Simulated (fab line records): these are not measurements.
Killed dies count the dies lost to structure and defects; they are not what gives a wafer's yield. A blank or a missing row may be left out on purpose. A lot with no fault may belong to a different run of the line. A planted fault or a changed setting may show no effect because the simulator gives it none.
fab line records / flow berkeley-cmos170
[record] lots = 6 wafers = 18 last-day = 11
route steps=331 shown M3@309
lots with no fault: from the same line, run without faults
start-h: hours from the record's opening day to when the first of the lot's shown wafers began / wait-h: time in hours since the lot's previous step / " unchanged from the row above / L1.1+2: several wafers, shown together as one row / - value missing, or start not given / * or withheld: withheld / < > ~ a bound
route shown NAME@n: a module of which the file shows steps, and the number in the route of the first / usual: mean and standard deviation over wafers with no fault / same: alike in all rows / chamber/n: place in a boat / sites: per-site readings / _std_site: how widely they spread, as a standard deviation / _edge_site: mean of outer sites minus mean of inner sites / radius-mm: how far each site lies from the wafer's centre / mask NAME#n: copy n / behind: the last tool/chamber to shape the wafer / hold: cause of the lot's hold/its duration in hours/its outcome / device: the transistor (n, p or np) that didn't switch / end of line: tests run on the same wafers once the route is complete / a step without rows: its recipe alone / killed: not the wafer's yield, but the dies lost to structure and defects at the first sort / map: dies across one wafer; x = killed, . = not, _ = none there
set.NAME: the setting that was run; set.NAME@STEP: the one run at that earlier step / model.NAME: the simulator's own value behind a step, which no gauge read
lots at some steps of the route; a table a step, a row a wafer
services: the hour from which a tool's chamber was out of use, counted from the record's first day as start-h (under 0 if before that day), plus the number of hours and why
[[steps]]
[step UCB170_M3_PRE_CLEAN_00]
[recipe] gas = Ar preclean-etch-time-s = 60
[step UCB170_M3_SPUTTER_01]
[recipe] material = Al target-thk-nm = 900 time-s = 120 power-w = 6000 chamber-pressure-pa = 0.5
[usual] throttle-valve-pct = 29.7/1.5
lot.wafer=L139.2 tool=pvd-sputter-03 chamber=- start-h=174.39 wait-h=0.0 throttle-valve-pct=28.5
lot.wafer=L139.5 tool=pvd-sputter-03 chamber=- start-h=174.39 wait-h=0.0 throttle-valve-pct=26.6
lot.wafer=L139.6 tool=pvd-sputter-03 chamber=- start-h=174.39 wait-h=0.0 throttle-valve-pct=28.3
lot.wafer=L143.1 tool=pvd-sputter-02 chamber=- start-h=190.98 wait-h=0.0 throttle-valve-pct=30.2
lot.wafer=L143.3 tool=pvd-sputter-02 chamber=- start-h=190.98 wait-h=0.0 throttle-valve-pct=27.9
lot.wafer=L143.5 tool=pvd-sputter-02 chamber=- start-h=190.98 wait-h=0.0 throttle-valve-pct=29.8
lot.wafer=L142.1 tool=pvd-sputter-03 chamber=- start-h=191.26 wait-h=0.0 throttle-valve-pct=28.4
lot.wafer=L142.2 tool=pvd-sputter-03 chamber=- start-h=191.26 wait-h=0.0 throttle-valve-pct=26.7
lot.wafer=L142.6 tool=pvd-sputter-03 chamber=- start-h=191.26 wait-h=0.0 throttle-valve-pct=30.1
lot.wafer=L152.2 tool=pvd-sputter-04 chamber=- start-h=237.80 wait-h=0.0 throttle-valve-pct=29.9
lot.wafer=L152.3 tool=pvd-sputter-04 chamber=- start-h=237.80 wait-h=0.0 throttle-valve-pct=31.1
lot.wafer=L152.4 tool=pvd-sputter-04 chamber=- start-h=237.80 wait-h=0.0 throttle-valve-pct=30.4
lot.wafer=L151.3 tool=pvd-sputter-03 chamber=- start-h=247.97 wait-h=0.0 throttle-valve-pct=30.8
lot.wafer=L151.4 tool=pvd-sputter-03 chamber=- start-h=247.97 wait-h=0.0 throttle-valve-pct=26.5
lot.wafer=L151.6 tool=pvd-sputter-03 chamber=- start-h=247.97 wait-h=0.0 throttle-valve-pct=30.1
lot.wafer=L154.3 tool=pvd-sputter-02 chamber=- start-h=250.32 wait-h=0.0 throttle-valve-pct=31.7
lot.wafer=L154.4 tool=pvd-sputter-02 chamber=- start-h=250.32 wait-h=0.0 throttle-valve-pct=27.6
lot.wafer=L154.5 tool=pvd-sputter-02 chamber=- start-h=250.32 wait-h=0.0 throttle-valve-pct=27.4
[step UCB170_M3_RS_MEAS_02]
[recipe] thk-meas-gauge = four-point-probe reads = Al_of_M3_SPUTTER_01
[usual] M3_AL_RS = 0.0321/0.00033
lot.wafer=L139.2 tool=film-metro-01 chamber=- start-h=174.50 wait-h=0.1 M3_AL_RS[ohm/sq]=0.0322
lot.wafer=L139.5 tool=film-metro-01 chamber=- start-h=174.50 wait-h=0.1 M3_AL_RS[ohm/sq]=0.0327
lot.wafer=L139.6 tool=film-metro-01 chamber=- start-h=174.50 wait-h=0.1 M3_AL_RS[ohm/sq]=0.0325
lot.wafer=L143.1 tool=film-metro-03 chamber=- start-h=191.07 wait-h=0.0 M3_AL_RS[ohm/sq]=0.0321
lot.wafer=L143.3 tool=film-metro-03 chamber=- start-h=191.07 wait-h=0.0 M3_AL_RS[ohm/sq]=0.0322
lot.wafer=L143.5 tool=film-metro-03 chamber=- start-h=191.07 wait-h=0.0 M3_AL_RS[ohm/sq]=0.0322
lot.wafer=L142.1 tool=film-metro-02 chamber=- start-h=191.34 wait-h=0.0 M3_AL_RS[ohm/sq]=0.0320
lot.wafer=L142.2 tool=film-metro-02 chamber=- start-h=191.34 wait-h=0.0 M3_AL_RS[ohm/sq]=0.0323
lot.wafer=L142.6 tool=film-metro-02 chamber=- start-h=191.34 wait-h=0.0 M3_AL_RS[ohm/sq]=0.0320
lot.wafer=L152.2 tool=film-metro-01 chamber=- start-h=237.90 wait-h=0.1 M3_AL_RS[ohm/sq]=0.0320
lot.wafer=L152.3 tool=film-metro-01 chamber=- start-h=237.90 wait-h=0.1 M3_AL_RS[ohm/sq]=0.0326
lot.wafer=L152.4 tool=film-metro-01 chamber=- start-h=237.90 wait-h=0.1 M3_AL_RS[ohm/sq]=0.0322
lot.wafer=L151.3 tool=film-metro-03 chamber=- start-h=248.09 wait-h=0.1 M3_AL_RS[ohm/sq]=0.0315
lot.wafer=L151.4 tool=film-metro-03 chamber=- start-h=248.09 wait-h=0.1 M3_AL_RS[ohm/sq]=0.0319
lot.wafer=L151.6 tool=film-metro-03 chamber=- start-h=248.09 wait-h=0.1 M3_AL_RS[ohm/sq]=0.0316
lot.wafer=L154.3 tool=film-metro-02 chamber=- start-h=250.44 wait-h=0.1 M3_AL_RS[ohm/sq]=0.0324
lot.wafer=L154.4 tool=film-metro-02 chamber=- start-h=250.44 wait-h=0.1 M3_AL_RS[ohm/sq]=0.0325
lot.wafer=L154.5 tool=film-metro-02 chamber=- start-h=250.44 wait-h=0.1 M3_AL_RS[ohm/sq]=0.0324
[step UCB170_M3_THK_MEAS_03]
[recipe] thk-meas-gauge = xrf reads = Al_of_M3_SPUTTER_01
[usual] M3_AL_THK = 904/11
lot.wafer=L139.2 tool=film-metro-01 chamber=- start-h=174.61 wait-h=0.1 M3_AL_THK[nm]=901
lot.wafer=L139.5 tool=film-metro-01 chamber=- start-h=174.61 wait-h=0.1 M3_AL_THK[nm]=889
lot.wafer=L139.6 tool=film-metro-01 chamber=- start-h=174.61 wait-h=0.1 M3_AL_THK[nm]=894
lot.wafer=L143.1 tool=film-metro-03 chamber=- start-h=191.19 wait-h=0.1 M3_AL_THK[nm]=898
lot.wafer=L143.3 tool=film-metro-03 chamber=- start-h=191.19 wait-h=0.1 M3_AL_THK[nm]=901
lot.wafer=L143.5 tool=film-metro-03 chamber=- start-h=191.19 wait-h=0.1 M3_AL_THK[nm]=900
lot.wafer=L142.1 tool=film-metro-02 chamber=- start-h=191.46 wait-h=0.1 M3_AL_THK[nm]=900
lot.wafer=L142.2 tool=film-metro-02 chamber=- start-h=191.46 wait-h=0.1 M3_AL_THK[nm]=895
lot.wafer=L142.6 tool=film-metro-02 chamber=- start-h=191.46 wait-h=0.1 M3_AL_THK[nm]=901
lot.wafer=L152.2 tool=film-metro-01 chamber=- start-h=238.01 wait-h=0.1 M3_AL_THK[nm]=910
lot.wafer=L152.3 tool=film-metro-01 chamber=- start-h=238.01 wait-h=0.1 M3_AL_THK[nm]=895
lot.wafer=L152.4 tool=film-metro-01 chamber=- start-h=238.01 wait-h=0.1 M3_AL_THK[nm]=907
lot.wafer=L151.3 tool=film-metro-03 chamber=- start-h=248.19 wait-h=0.1 M3_AL_THK[nm]=927
lot.wafer=L151.4 tool=film-metro-03 chamber=- start-h=248.19 wait-h=0.1 M3_AL_THK[nm]=915
lot.wafer=L151.6 tool=film-metro-03 chamber=- start-h=248.19 wait-h=0.1 M3_AL_THK[nm]=916
lot.wafer=L154.3 tool=film-metro-02 chamber=- start-h=250.54 wait-h=0.1 M3_AL_THK[nm]=892
lot.wafer=L154.4 tool=film-metro-02 chamber=- start-h=250.54 wait-h=0.1 M3_AL_THK[nm]=886
lot.wafer=L154.5 tool=film-metro-02 chamber=- start-h=250.54 wait-h=0.1 M3_AL_THK[nm]=892
[step UCB170_M3_HMDS_04]
[recipe] prime-time-s = 60 prime-temp-c = 100
[step UCB170_M3_COAT_05]
[recipe] resist = KrF spin-rpm = 1500 resist-thk-nm = 900
[step UCB170_M3_SOFTBAKE_06]
[recipe] resist = KrF temp-c = 130 time-s = 60
[step UCB170_M3_STRIP_07]
[recipe] chemistry = O2 power-w = 400 pressure-mtorr = 3500 platen-temp-c = withheld o2-flow-sccm = 400 overash-fraction = 0.5
[usual] drypump-motor-current-A = 5.5/0.37 oes-product-au = 0.735/0.0043 strip-time-to-endpoint-s = 21.98/0.06
lot.wafer=L139.2 tool=plasma-asher-04 chamber=1 start-h=175.72 wait-h=0.1 drypump-motor-current-A=6.2 oes-product-au=0.735 rf-hours-counter-h=46 strip-time-to-endpoint-s=21.89
lot.wafer=L139.5 tool=plasma-asher-04 chamber=1 start-h=175.72 wait-h=0.1 drypump-motor-current-A=6.2 oes-product-au=0.734 rf-hours-counter-h=- strip-time-to-endpoint-s=21.99
lot.wafer=L139.6 tool=plasma-asher-04 chamber=0 start-h=175.72 wait-h=0.1 drypump-motor-current-A=5.4 oes-product-au=0.730 rf-hours-counter-h=- strip-time-to-endpoint-s=22.01
lot.wafer=L143.1 tool=plasma-asher-04 chamber=0 start-h=191.93 wait-h=0.1 drypump-motor-current-A=5.4 oes-product-au=0.732 rf-hours-counter-h=47 strip-time-to-endpoint-s=22.01
lot.wafer=L143.3 tool=plasma-asher-04 chamber=1 start-h=191.93 wait-h=0.1 drypump-motor-current-A=6.2 oes-product-au=0.734 rf-hours-counter-h=- strip-time-to-endpoint-s=22.06
lot.wafer=L143.5 tool=plasma-asher-04 chamber=0 start-h=191.93 wait-h=0.1 drypump-motor-current-A=5.4 oes-product-au=0.735 rf-hours-counter-h=- strip-time-to-endpoint-s=22.09
lot.wafer=L142.1 tool=plasma-asher-03 chamber=0 start-h=192.09 wait-h=0.1 drypump-motor-current-A=5.1 oes-product-au=0.736 rf-hours-counter-h=45 strip-time-to-endpoint-s=22.05
lot.wafer=L142.2 tool=plasma-asher-03 chamber=1 start-h=192.09 wait-h=0.1 drypump-motor-current-A=5.4 oes-product-au=0.724 rf-hours-counter-h=45 strip-time-to-endpoint-s=22.09
lot.wafer=L142.6 tool=plasma-asher-03 chamber=0 start-h=192.09 wait-h=0.1 drypump-motor-current-A=5.1 oes-product-au=0.738 rf-hours-counter-h=- strip-time-to-endpoint-s=22.06
lot.wafer=L152.2 tool=plasma-asher-04 chamber=1 start-h=238.57 wait-h=0.1 drypump-motor-current-A=6.2 oes-product-au=0.736 rf-hours-counter-h=54 strip-time-to-endpoint-s=21.92
lot.wafer=L152.3 tool=plasma-asher-04 chamber=0 start-h=238.57 wait-h=0.1 drypump-motor-current-A=5.4 oes-product-au=0.734 rf-hours-counter-h=- strip-time-to-endpoint-s=21.90
lot.wafer=L152.4 tool=plasma-asher-04 chamber=1 start-h=238.57 wait-h=0.1 drypump-motor-current-A=6.2 oes-product-au=0.747 rf-hours-counter-h=- strip-time-to-endpoint-s=22.00
lot.wafer=L151.3 tool=plasma-asher-04 chamber=0 start-h=249.46 wait-h=0.1 drypump-motor-current-A=5.4 oes-product-au=0.731 rf-hours-counter-h=- strip-time-to-endpoint-s=21.87
lot.wafer=L151.4 tool=plasma-asher-04 chamber=1 start-h=249.46 wait-h=0.1 drypump-motor-current-A=6.2 oes-product-au=0.733 rf-hours-counter-h=- strip-time-to-endpoint-s=21.92
lot.wafer=L151.6 tool=plasma-asher-04 chamber=1 start-h=249.46 wait-h=0.1 drypump-motor-current-A=6.2 oes-product-au=0.740 rf-hours-counter-h=- strip-time-to-endpoint-s=21.96
lot.wafer=L154.3 tool=plasma-asher-04 chamber=0 start-h=251.22 wait-h=0.1 drypump-motor-current-A=5.4 oes-product-au=0.723 rf-hours-counter-h=- strip-time-to-endpoint-s=21.94
lot.wafer=L154.4 tool=plasma-asher-04 chamber=1 start-h=251.22 wait-h=0.1 drypump-motor-current-A=6.2 oes-product-au=0.736 rf-hours-counter-h=- strip-time-to-endpoint-s=21.96
lot.wafer=L154.5 tool=plasma-asher-04 chamber=0 start-h=251.22 wait-h=0.1 drypump-motor-current-A=5.4 oes-product-au=0.736 rf-hours-counter-h=- strip-time-to-endpoint-s=21.87
[step UCB170_M3_STRIP_08]
[recipe] chemistry = DMSO temp-c = 80 time-s = 600 material = KrF
[step UCB170_M3_COAT_09]
[recipe] resist = BARC temp-c = withheld time-s = withheld spin-rpm = 3000 resist-thk-nm = withheld
[step UCB170_M3_COAT_10]
[recipe] resist = KrF spin-rpm = 1500 resist-thk-nm = 900
[step UCB170_M3_SOFTBAKE_11]
[recipe] resist = KrF temp-c = 130 time-s = 60
[step UCB170_M3_EXPOSE_12]
[recipe] mask-id = METAL3 target-cd-nm = 700 na = 0.5 sigma-outer = 0.6 source-shape = conventional dose-mj = 26
[usual] exposure-dose-mJ-cm2 = 25.998/0.027 focus-offset-nm = 0.0/0.48
lot.wafer=L139.2 tool=krf-scanner-02 chamber=0 start-h=176.48 wait-h=- mask=METAL3#0 exposure-dose-mJ-cm2=25.992 focus-offset-nm=-0.1
lot.wafer=L139.5 tool=krf-scanner-02 chamber=0 start-h=176.48 wait-h=- mask=METAL3#0 exposure-dose-mJ-cm2=26.002 focus-offset-nm=0.0
lot.wafer=L139.6 tool=krf-scanner-02 chamber=0 start-h=176.48 wait-h=- mask=METAL3#0 exposure-dose-mJ-cm2=25.969 focus-offset-nm=-0.6
lot.wafer=L143.1 tool=krf-scanner-01 chamber=- start-h=192.85 wait-h=- mask=METAL3#0 exposure-dose-mJ-cm2=- focus-offset-nm=-
lot.wafer=L143.3 tool=krf-scanner-01 chamber=- start-h=192.85 wait-h=- mask=METAL3#0 exposure-dose-mJ-cm2=- focus-offset-nm=-
lot.wafer=L143.5 tool=krf-scanner-01 chamber=- start-h=192.85 wait-h=- mask=METAL3#0 exposure-dose-mJ-cm2=- focus-offset-nm=-
lot.wafer=L142.1 tool=krf-scanner-01 chamber=- start-h=192.97 wait-h=- mask=METAL3#0 exposure-dose-mJ-cm2=- focus-offset-nm=-
lot.wafer=L142.2 tool=krf-scanner-01 chamber=- start-h=192.97 wait-h=- mask=METAL3#0 exposure-dose-mJ-cm2=- focus-offset-nm=-
lot.wafer=L142.6 tool=krf-scanner-01 chamber=- start-h=192.97 wait-h=- mask=METAL3#0 exposure-dose-mJ-cm2=- focus-offset-nm=-
lot.wafer=L152.2 tool=krf-scanner-01 chamber=0 start-h=239.93 wait-h=- mask=METAL3#0 exposure-dose-mJ-cm2=25.971 focus-offset-nm=0.3
lot.wafer=L152.3 tool=krf-scanner-01 chamber=0 start-h=239.93 wait-h=- mask=METAL3#0 exposure-dose-mJ-cm2=26.043 focus-offset-nm=0.0
lot.wafer=L152.4 tool=krf-scanner-01 chamber=0 start-h=239.93 wait-h=- mask=METAL3#0 exposure-dose-mJ-cm2=26.020 focus-offset-nm=-0.2
lot.wafer=L151.3 tool=krf-scanner-01 chamber=0 start-h=250.32 wait-h=- mask=METAL3#0 exposure-dose-mJ-cm2=25.992 focus-offset-nm=0.5
lot.wafer=L151.4 tool=krf-scanner-01 chamber=0 start-h=250.32 wait-h=- mask=METAL3#0 exposure-dose-mJ-cm2=26.000 focus-offset-nm=-0.3
lot.wafer=L151.6 tool=krf-scanner-01 chamber=0 start-h=250.32 wait-h=- mask=METAL3#0 exposure-dose-mJ-cm2=25.991 focus-offset-nm=0.0
lot.wafer=L154.3 tool=krf-scanner-02 chamber=0 start-h=252.07 wait-h=- mask=METAL3#0 exposure-dose-mJ-cm2=26.024 focus-offset-nm=0.1
lot.wafer=L154.4 tool=krf-scanner-02 chamber=0 start-h=252.07 wait-h=- mask=METAL3#0 exposure-dose-mJ-cm2=26.008 focus-offset-nm=0.2
lot.wafer=L154.5 tool=krf-scanner-02 chamber=0 start-h=252.07 wait-h=- mask=METAL3#0 exposure-dose-mJ-cm2=26.000 focus-offset-nm=-0.2
[step UCB170_M3_PEB_13]
[recipe] peb-temp-c = 130 peb-time-s = withheld resist = KrF
[[services]]
tool=pvd-sputter-02 chamber=- start-h=160.17 hours=21.9 kind=repair
tool=pvd-sputter-03 chamber=- start-h=176.14 hours=2.4 kind=repair
tool=plasma-asher-04 chamber=- start-h=177.67 hours=3.6 kind=repair
tool=krf-scanner-01 chamber=- start-h=197.59 hours=4.0 kind=pm
tool=krf-scanner-02 chamber=- start-h=201.61 hours=0.8 kind=pm
tool=krf-scanner-02 chamber=- start-h=204.11 hours=1.0 kind=pm
tool=krf-scanner-02 chamber=- start-h=210.63 hours=1.3 kind=pm
tool=krf-scanner-02 chamber=0 start-h=211.29 hours=- kind=calibration
tool=krf-scanner-01 chamber=- start-h=225.48 hours=0.8 kind=pm
tool=krf-scanner-01 chamber=- start-h=237.21 hours=1.3 kind=pm
tool=krf-scanner-01 chamber=0 start-h=238.79 hours=- kind=calibration
tool=krf-scanner-02 chamber=- start-h=242.60 hours=4.8 kind=repair
tool=pvd-sputter-03 chamber=- start-h=248.58 hours=2.9 kind=repair
[[key]]
[first-sign] step = UCB170_M3_EXPOSE_12 reading = tool-record direction = missing
effect none on later readings
met-at UCB170_M3_EXPOSE_12
struck-wafers L142.1,L142.2,L142.6,L143.1,L143.3,L143.5
later-rows-left-out L142.1,L142.2,L142.6,L143.1,L143.3,L143.5
sort-left-out L142.1,L142.2,L142.6,L143.1,L143.3,L143.5
[fault] kind = skipped-step-whole tool = krf-scanner-01 chamber = - onset-h = 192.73 steps = UCB170_M3_EXPOSE_12 scope = struck-lots-only
// sort-left-out: the simulated sort isn't trusted on such a fault, so these wafers' sort isn't shown, and their yield isn't known
// later-rows-left-out: the simulator's readings of these wafers behind a module that went badly wrong aren't trusted and aren't shown, but for the sort
